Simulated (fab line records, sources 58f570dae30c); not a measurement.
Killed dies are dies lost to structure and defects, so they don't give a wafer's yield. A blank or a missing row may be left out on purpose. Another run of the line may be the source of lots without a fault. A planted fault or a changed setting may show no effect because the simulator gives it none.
Tool commonality check :: flow berkeleyCmos170 :: Lots sampled 14, wafers sampled 42

== REASON FOR OPENING ==
2 of 14 lots carry a flag on the reading M1_AL_RS at UCB170_M1_RS_MEAS_01. Fault-free wafers read 0.0488 ohm/sq, with a standard deviation of 0.0005.
Rule: a lot gets a flag if all its wafers with a number sit over 4 standard deviations from that mean, or if no wafer of it has a number. As for the other lots, they are considered sound.

lot: L429
measured: day 7 00:02
on: filmMetro-01
M1_AL_RS (ohm/sq), wafer by wafer: 0.0494 0.0496 0.0492
flag: 

lot: L428
measured: day 7 00:36
on: filmMetro-03
M1_AL_RS (ohm/sq), wafer by wafer: 0.0496 0.0479 0.0489
flag: 

lot: L427
measured: day 7 00:52
on: filmMetro-03
M1_AL_RS (ohm/sq), wafer by wafer: 0.0481 0.0482 0.0483
flag: 

lot: L430
measured: day 8 03:07
on: filmMetro-02
M1_AL_RS (ohm/sq), wafer by wafer: 0.0493 0.0487 0.0489
flag: 

lot: L431
measured: day 8 03:24
on: filmMetro-01
M1_AL_RS (ohm/sq), wafer by wafer: 0.0489 0.0493 0.0489
flag: 

lot: L433
measured: day 8 03:54
on: filmMetro-03
M1_AL_RS (ohm/sq), wafer by wafer: 0.0240 0.0238 0.0239
flag: FLAGGED

lot: L435
measured: day 8 22:31
on: filmMetro-02
M1_AL_RS (ohm/sq), wafer by wafer: 0.0490 0.0486 0.0485
flag: 

lot: L434
measured: day 8 22:59
on: filmMetro-03
M1_AL_RS (ohm/sq), wafer by wafer: 0.0490 0.0490 0.0486
flag: 

lot: L436
measured: day 9 16:16
on: filmMetro-01
M1_AL_RS (ohm/sq), wafer by wafer: 0.0496 0.0493 0.0489
flag: 

lot: L437
measured: day 9 17:42
on: filmMetro-02
M1_AL_RS (ohm/sq), wafer by wafer: 0.0243 0.0244 0.0241
flag: FLAGGED

lot: L445
measured: day 10 17:42
on: filmMetro-01
M1_AL_RS (ohm/sq), wafer by wafer: 0.0488 0.0496 0.0497
flag: 

lot: L449
measured: day 11 10:09
on: filmMetro-01
M1_AL_RS (ohm/sq), wafer by wafer: 0.0492 0.0488 0.0486
flag: 

lot: L447
measured: day 11 11:41
on: filmMetro-03
M1_AL_RS (ohm/sq), wafer by wafer: 0.0483 0.0486 0.0487
flag: 

lot: L446
measured: day 11 11:49
on: filmMetro-02
M1_AL_RS (ohm/sq), wafer by wafer: 0.0478 0.0481 0.0484
flag: 
Average over the flagged lots: 0.0241 ohm/sq; offset from the usual -0.0247 ohm/sq, equal to -49 standard deviations.

== TOOL THAT RAN EACH LOT ==
The record holds 1 process step before the reading, out of a route of 331 steps. Every cell lists first the tool, next ch and the chambers used by the sampled wafers, and last the start.
lot: L429
flag: 
UCB170_M1_SPUTTER_00: pvdSputter-04, day 6 23:57

lot: L428
flag: 
UCB170_M1_SPUTTER_00: pvdSputter-01, day 7 00:29

lot: L427
flag: 
UCB170_M1_SPUTTER_00: pvdSputter-04, day 7 00:49

lot: L430
flag: 
UCB170_M1_SPUTTER_00: pvdSputter-03, day 8 03:04

lot: L431
flag: 
UCB170_M1_SPUTTER_00: pvdSputter-01, day 8 03:18

lot: L433
flag: FLAGGED
UCB170_M1_SPUTTER_00: pvdSputter-04, day 8 03:35

lot: L435
flag: 
UCB170_M1_SPUTTER_00: pvdSputter-04, day 8 22:28

lot: L434
flag: 
UCB170_M1_SPUTTER_00: pvdSputter-01, day 8 22:52

lot: L436
flag: 
UCB170_M1_SPUTTER_00: pvdSputter-03, day 9 16:11

lot: L437
flag: FLAGGED
UCB170_M1_SPUTTER_00: pvdSputter-04, day 9 17:24

lot: L445
flag: 
UCB170_M1_SPUTTER_00: pvdSputter-01, day 10 17:37

lot: L449
flag: 
UCB170_M1_SPUTTER_00: pvdSputter-04, day 11 10:05

lot: L447
flag: 
UCB170_M1_SPUTTER_00: pvdSputter-01, day 11 11:37

lot: L446
flag: 
UCB170_M1_SPUTTER_00: pvdSputter-03, day 11 11:44
These steps, and what they do:
- UCB170_M1_SPUTTER_00: material Al, target thk 600 nm, time 80 s.
- UCB170_M1_RS_MEAS_01: measures by four-point-probe.

== FLAGGED AGAINST TOTAL, ONE TOOL AT A TIME (gauges that did the reading follow at the end) ==
step: UCB170_M1_SPUTTER_00
tool: pvdSputter-01
lots run: 5
flagged: 0
share of the flagged lots: none
sound lots run after its first flagged lot: -

step: UCB170_M1_SPUTTER_00
tool: pvdSputter-03
lots run: 3
flagged: 0
share of the flagged lots: none
sound lots run after its first flagged lot: -

step: UCB170_M1_SPUTTER_00
tool: pvdSputter-04
lots run: 6
flagged: 2
share of the flagged lots: all
sound lots run after its first flagged lot: 2 (L435,L449)

step: UCB170_M1_RS_MEAS_01
tool: filmMetro-01
lots run: 5
flagged: 0
share of the flagged lots: none
sound lots run after its first flagged lot: -

step: UCB170_M1_RS_MEAS_01
tool: filmMetro-02
lots run: 4
flagged: 1
share of the flagged lots: some
sound lots run after its first flagged lot: 1 (L446)

step: UCB170_M1_RS_MEAS_01
tool: filmMetro-03
lots run: 5
flagged: 1
share of the flagged lots: some
sound lots run after its first flagged lot: 2 (L434,L447)

== WHAT IS ALLOWED BY THE TABLE ==
Rows of the table that ran each flagged lot: 1, that is pvdSputter-04 at UCB170_M1_SPUTTER_00.
- pvdSputter-04 at UCB170_M1_SPUTTER_00 ran 6 lots, 2 of them flagged. Sound lots followed the first flagged one (L435, L449) on it, something a lasting fault affecting the whole tool could not allow.
There is no row in the table that ran each flagged lot and no sound lot after the first.

== WHAT HAD BEEN PUT IN BY THE SIMULATOR ==
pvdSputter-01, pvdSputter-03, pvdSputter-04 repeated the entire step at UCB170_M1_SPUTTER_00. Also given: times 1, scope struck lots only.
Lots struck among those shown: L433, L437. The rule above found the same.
